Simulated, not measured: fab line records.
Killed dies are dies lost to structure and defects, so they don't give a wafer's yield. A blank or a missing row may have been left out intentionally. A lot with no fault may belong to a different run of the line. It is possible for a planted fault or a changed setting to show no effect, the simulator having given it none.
Split-lot study :: flow berkeley cmos170 :: route with 331 steps; 5 lots, 23 wafers read

== THE SPLIT ==
At UCB170_GATE_COAT_07 (resist thk 900 nm), the setting spin rpm was moved away from the recipe's 1500 rpm on 9 of the 23 wafers read, by +2.7% to +5.1%. For the rest of the wafers, this setting stayed at what the recipe calls for.

== FROM THE SPLIT TO THE READING: what the file shows between them, 3 steps ==
- UCB170_GATE_SOFTBAKE_08: time 60 s
- UCB170_GATE_EXPOSE_09: exposes mask POLY, target cd 350 nm
- UCB170_GATE_ETCH_14: etches BARC in N2/H2

== THE READING ==
KrF_of_GATE_COAT_07.thk nm (the simulator's own value, which no gauge read), in nm, at UCB170_GATE_ETCH_15 (etches poly-Si in HBr/Cl2, stops on SiO2, time 56.3 s, target depth 278.2 nm). No usual value for it is given in the file. Here, 14 wafers ran the recipe; their average is 776.2 nm with a standard deviation of 2.1 nm.

wafer: L075.1
tool, chamber at the split: litho track-03, 0
spin rpm as run, rpm: 1500
against the recipe: recipe
KrF_of_GATE_COAT_07.thk nm, nm: 780.3
against lot-mates on the recipe: -

wafer: L075.2
tool, chamber at the split: litho track-03, 0
spin rpm as run, rpm: 1500
against the recipe: recipe
KrF_of_GATE_COAT_07.thk nm, nm: 775.2
against lot-mates on the recipe: -

wafer: L075.3
tool, chamber at the split: litho track-03, 0
spin rpm as run, rpm: 1500
against the recipe: recipe
KrF_of_GATE_COAT_07.thk nm, nm: 778.4
against lot-mates on the recipe: -

wafer: L075.4
tool, chamber at the split: litho track-03, 0
spin rpm as run, rpm: 1500
against the recipe: recipe
KrF_of_GATE_COAT_07.thk nm, nm: 775.7
against lot-mates on the recipe: -

wafer: L075.6
tool, chamber at the split: litho track-03, 0
spin rpm as run, rpm: 1500
against the recipe: recipe
KrF_of_GATE_COAT_07.thk nm, nm: 774.5
against lot-mates on the recipe: -

wafer: L078.1
tool, chamber at the split: litho track-04, 0
spin rpm as run, rpm: 1541
against the recipe: +2.7%
KrF_of_GATE_COAT_07.thk nm, nm: 764.3
against lot-mates on the recipe: -10.9

wafer: L078.2
tool, chamber at the split: litho track-04, 0
spin rpm as run, rpm: 1500
against the recipe: recipe
KrF_of_GATE_COAT_07.thk nm, nm: 776.6
against lot-mates on the recipe: -

wafer: L078.3
tool, chamber at the split: litho track-04, 0
spin rpm as run, rpm: 1541
against the recipe: +2.7%
KrF_of_GATE_COAT_07.thk nm, nm: 759.5
against lot-mates on the recipe: -15.7

wafer: L078.4
tool, chamber at the split: litho track-04, 0
spin rpm as run, rpm: 1500
against the recipe: recipe
KrF_of_GATE_COAT_07.thk nm, nm: 773.7
against lot-mates on the recipe: -

wafer: L078.6
tool, chamber at the split: litho track-04, 0
spin rpm as run, rpm: 1541
against the recipe: +2.7%
KrF_of_GATE_COAT_07.thk nm, nm: 760.8
against lot-mates on the recipe: -14.4

wafer: L080.2
tool, chamber at the split: litho track-03, 0
spin rpm as run, rpm: 1576
against the recipe: +5.1%
KrF_of_GATE_COAT_07.thk nm, nm: 750.9
against lot-mates on the recipe: -25.6

wafer: L080.3
tool, chamber at the split: litho track-03, 0
spin rpm as run, rpm: 1576
against the recipe: +5.1%
KrF_of_GATE_COAT_07.thk nm, nm: 757.4
against lot-mates on the recipe: -19.1

wafer: L080.4
tool, chamber at the split: litho track-03, 0
spin rpm as run, rpm: 1500
against the recipe: recipe
KrF_of_GATE_COAT_07.thk nm, nm: 775.6
against lot-mates on the recipe: -

wafer: L080.5
tool, chamber at the split: litho track-03, 0
spin rpm as run, rpm: 1500
against the recipe: recipe
KrF_of_GATE_COAT_07.thk nm, nm: 777.4
against lot-mates on the recipe: -

wafer: L080.6
tool, chamber at the split: litho track-03, 0
spin rpm as run, rpm: 1576
against the recipe: +5.1%
KrF_of_GATE_COAT_07.thk nm, nm: 750.7
against lot-mates on the recipe: -25.8

wafer: L082.1
tool, chamber at the split: litho track-03, 0
spin rpm as run, rpm: 1500
against the recipe: recipe
KrF_of_GATE_COAT_07.thk nm, nm: 776.6
against lot-mates on the recipe: -

wafer: L082.2
tool, chamber at the split: litho track-03, 0
spin rpm as run, rpm: 1572
against the recipe: +4.8%
KrF_of_GATE_COAT_07.thk nm, nm: 750.8
against lot-mates on the recipe: -25.0

wafer: L082.3
tool, chamber at the split: litho track-03, 0
spin rpm as run, rpm: 1572
against the recipe: +4.8%
KrF_of_GATE_COAT_07.thk nm, nm: 760.7
against lot-mates on the recipe: -15.1

wafer: L082.4
tool, chamber at the split: litho track-03, 0
spin rpm as run, rpm: 1572
against the recipe: +4.8%
KrF_of_GATE_COAT_07.thk nm, nm: 752.2
against lot-mates on the recipe: -23.6

wafer: L082.6
tool, chamber at the split: litho track-03, 0
spin rpm as run, rpm: 1500
against the recipe: recipe
KrF_of_GATE_COAT_07.thk nm, nm: 775
against lot-mates on the recipe: -

wafer: L081.1
tool, chamber at the split: litho track-01, 0
spin rpm as run, rpm: 1500
against the recipe: recipe
KrF_of_GATE_COAT_07.thk nm, nm: 774.9
against lot-mates on the recipe: -

wafer: L081.2
tool, chamber at the split: litho track-01, 0
spin rpm as run, rpm: 1500
against the recipe: recipe
KrF_of_GATE_COAT_07.thk nm, nm: 772.8
against lot-mates on the recipe: -

wafer: L081.3
tool, chamber at the split: litho track-01, 0
spin rpm as run, rpm: 1500
against the recipe: recipe
KrF_of_GATE_COAT_07.thk nm, nm: 780
against lot-mates on the recipe: -

FIT RESULTS
A straight line over all 23 wafers: KrF_of_GATE_COAT_07.thk nm changes by -4.61 nm for each +1% of spin rpm; r = -0.96; the points scatter about the line by 2.9 nm.
The same after taking each lot's own level away (the mean of its wafers on the recipe; 23 wafers): -4.58 nm for each +1%; r = -0.97; scatter 2.8 nm.
Per that fit: largest spin rpm move, reading shift of 23 nm.
The span of the lots' own levels, 775.15 to 776.82 nm, comes to 0.8 times the standard deviation stated above.
The two slopes are in agreement: the lot-to-lot level therefore moves the slope only a little.
Check: for one of the wafers moved furthest among these (+5.1%), held out of the fit, the line's prediction against its lot-mates is -22.9 nm. It came out at -25.6 nm against them.

== OTHER SPLITS APPLIED TO THESE WAFERS ==
Other splits were also applied to these wafers ahead of the reading. Each is held against what the fit with the lots' levels taken away leaves over:
other split on the same wafers: UCB170_PWELL_CVD_05 time s
wafers away from the commonest value: 10
r with KrF_of_GATE_COAT_07.thk nm (lot level and that fit taken away): +0.06

other split on the same wafers: UCB170_WELLDRIVE_OXIDATION_01 temp c
wafers away from the commonest value: 15
r with KrF_of_GATE_COAT_07.thk nm (lot level and that fit taken away): +0.07

other split on the same wafers: UCB170_ACTIVE_EXPOSE_10 dose mj
wafers away from the commonest value: 10
r with KrF_of_GATE_COAT_07.thk nm (lot level and that fit taken away): +0.17

other split on the same wafers: UCB170_ACTIVE_PEB_11 peb temp c
wafers away from the commonest value: 10
r with KrF_of_GATE_COAT_07.thk nm (lot level and that fit taken away): +0.02

other split on the same wafers: UCB170_SACOX_OXIDATION_01 ox time s
wafers away from the commonest value: 18
r with KrF_of_GATE_COAT_07.thk nm (lot level and that fit taken away): -0.09

other split on the same wafers: UCB170_GATE_OXIDATION_01 temp c
wafers away from the commonest value: 15
r with KrF_of_GATE_COAT_07.thk nm (lot level and that fit taken away): +0.14

== THE WHOLE CHAIN: every reading that the file lists as answering this split, in the file's order ==
step: UCB170_GATE_COAT_07
what it does: resist thk 900 nm
reading: KrF_of_GATE_COAT_07.thk nm (the simulator's own value, which no gauge read)
change (the file's fit): -4.5 nm for each +1% of the setting
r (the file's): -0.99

step: UCB170_GATE_ETCH_15
what it does: etches poly-Si in HBr/Cl2, stops on SiO2, time 56.3 s, target depth 278.2 nm
reading: KrF_of_GATE_COAT_07.thk nm (the simulator's own value, which no gauge read)
change (the file's fit): -4.59 nm for each +1% of the setting
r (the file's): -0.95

== THE FILE'S OWN FIT ==
KrF_of_GATE_COAT_07.thk nm changes by -4.59 nm for each +1% of spin rpm, r = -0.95.
